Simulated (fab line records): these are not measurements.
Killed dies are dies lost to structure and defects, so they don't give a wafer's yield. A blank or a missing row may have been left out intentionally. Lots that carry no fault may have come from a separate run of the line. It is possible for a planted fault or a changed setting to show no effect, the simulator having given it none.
Which tool was responsible? || flow berkeley_cmos170 || 39 wafers from 13 lots sampled at 2 of the route's 331 steps

## WHAT THE GAUGES READ, wafer by wafer
UCB170_M1_CD_MEAS_09: target cd 700 nm.
{"lot": "L545", "measured": "day 8 12:43", "on": "cd_sem-01", "cd_nm (nm)": "700.3 700.0 700.5"}
{"lot": "L544", "measured": "day 8 13:37", "on": "cd_sem-01", "cd_nm (nm)": "701.4 701.1 700.9"}
{"lot": "L550", "measured": "day 9 10:56", "on": "cd_sem-01", "cd_nm (nm)": "617.1 614.0 616.6"}
{"lot": "L551", "measured": "day 10 04:43", "on": "cd_sem-01", "cd_nm (nm)": "702.1 700.5 701.0"}
{"lot": "L553", "measured": "day 10 15:34", "on": "cd_sem-02", "cd_nm (nm)": "701.1 702.6 702.5"}
{"lot": "L557", "measured": "day 11 01:48", "on": "cd_sem-02", "cd_nm (nm)": "701.1 700.6 700.6"}
{"lot": "L556", "measured": "day 11 15:43", "on": "cd_sem-02", "cd_nm (nm)": "701.9 702.3 701.9"}
{"lot": "L558", "measured": "day 11 16:55", "on": "cd_sem-02", "cd_nm (nm)": "702.6 702.4 701.6"}
{"lot": "L559", "measured": "day 11 17:19", "on": "cd_sem-02", "cd_nm (nm)": "698.7 699.1 698.0"}
{"lot": "L560", "measured": "day 11 22:55", "on": "cd_sem-01", "cd_nm (nm)": "699.1 699.5 700.0"}
{"lot": "L562", "measured": "day 11 23:23", "on": "cd_sem-02", "cd_nm (nm)": "699.7 699.2 699.5"}
{"lot": "L565", "measured": "day 12 08:19", "on": "cd_sem-02", "cd_nm (nm)": "698.9 699.4 700.1"}
{"lot": "L563", "measured": "day 12 11:38", "on": "cd_sem-02", "cd_nm (nm)": "700.3 701.1 701.2"}

## WHICH TOOL RAN EACH LOT (tool, then ch and the chambers of the sampled wafers, then the start)
{"lot": "L545", "UCB170_M1_EXPOSE_06": "krf_scanner-01 ch 0, day 8 12:03"}
{"lot": "L544", "UCB170_M1_EXPOSE_06": "krf_scanner-02 ch 0, day 8 13:13"}
{"lot": "L550", "UCB170_M1_EXPOSE_06": "krf_scanner-01 ch 0, day 9 10:33"}
{"lot": "L551", "UCB170_M1_EXPOSE_06": "krf_scanner-02 ch 0, day 10 03:52"}
{"lot": "L553", "UCB170_M1_EXPOSE_06": "krf_scanner-02 ch 0, day 10 15:11"}
{"lot": "L557", "UCB170_M1_EXPOSE_06": "krf_scanner-01 ch 0, day 11 01:25"}
{"lot": "L556", "UCB170_M1_EXPOSE_06": "krf_scanner-02 ch 0, day 11 14:52"}
{"lot": "L558", "UCB170_M1_EXPOSE_06": "krf_scanner-02 ch 0, day 11 16:31"}
{"lot": "L559", "UCB170_M1_EXPOSE_06": "krf_scanner-02 ch 0, day 11 16:55"}
{"lot": "L560", "UCB170_M1_EXPOSE_06": "krf_scanner-02 ch 0, day 11 22:16"}
{"lot": "L562", "UCB170_M1_EXPOSE_06": "krf_scanner-01 ch 0, day 11 22:49"}
{"lot": "L565", "UCB170_M1_EXPOSE_06": "krf_scanner-01 ch 0, day 12 07:42"}
{"lot": "L563", "UCB170_M1_EXPOSE_06": "krf_scanner-02 ch 0, day 12 10:19"}
- UCB170_M1_EXPOSE_06: exposes mask METAL1, target cd 700 nm.

## WHAT THE TOOLS THEMSELVES READ (means of the sampled wafers that have a number; where no wafer has one, the mark that the record gives instead)
The record holds no such reading with a usual standard deviation.

## THE ANSWER, worked out from the rows above alone
Rule: usual is defined by the lots themselves. The widest of any qualifying gaps counts: lots, ordered by their means at a reading, are off when they make up no more than a third of the lots, leave a main group of 4 or more, and stand apart from it by 3 or more times the standard deviation of that group's means. A main group whose means are all the same, to the digits that the tables above print for the reading, isn't used. A lot without any number at a reading at which 4 lots or more have one is off too. Where the step has rows for the other lots, those lots are counted as sound. First the gauges in route order, then the tools' own readings, where a lot's mean is used as printed above. At the first step where some lot is off, the reading lying furthest off is the one used; lots without a number count as furthest.
Off, at UCB170_M1_CD_MEAS_09 on cd_nm: L550. For the main group the mean is 700.6 nm and the standard deviation 1.1.
A tool fits if, at a process step before that reading, it ran every lot that is off, and no sound lot after the first of them. The gauges at UCB170_M1_CD_MEAS_09 are tried like those tools. No candidate that was tried fits.

## WHAT THE SIMULATOR PUT IN
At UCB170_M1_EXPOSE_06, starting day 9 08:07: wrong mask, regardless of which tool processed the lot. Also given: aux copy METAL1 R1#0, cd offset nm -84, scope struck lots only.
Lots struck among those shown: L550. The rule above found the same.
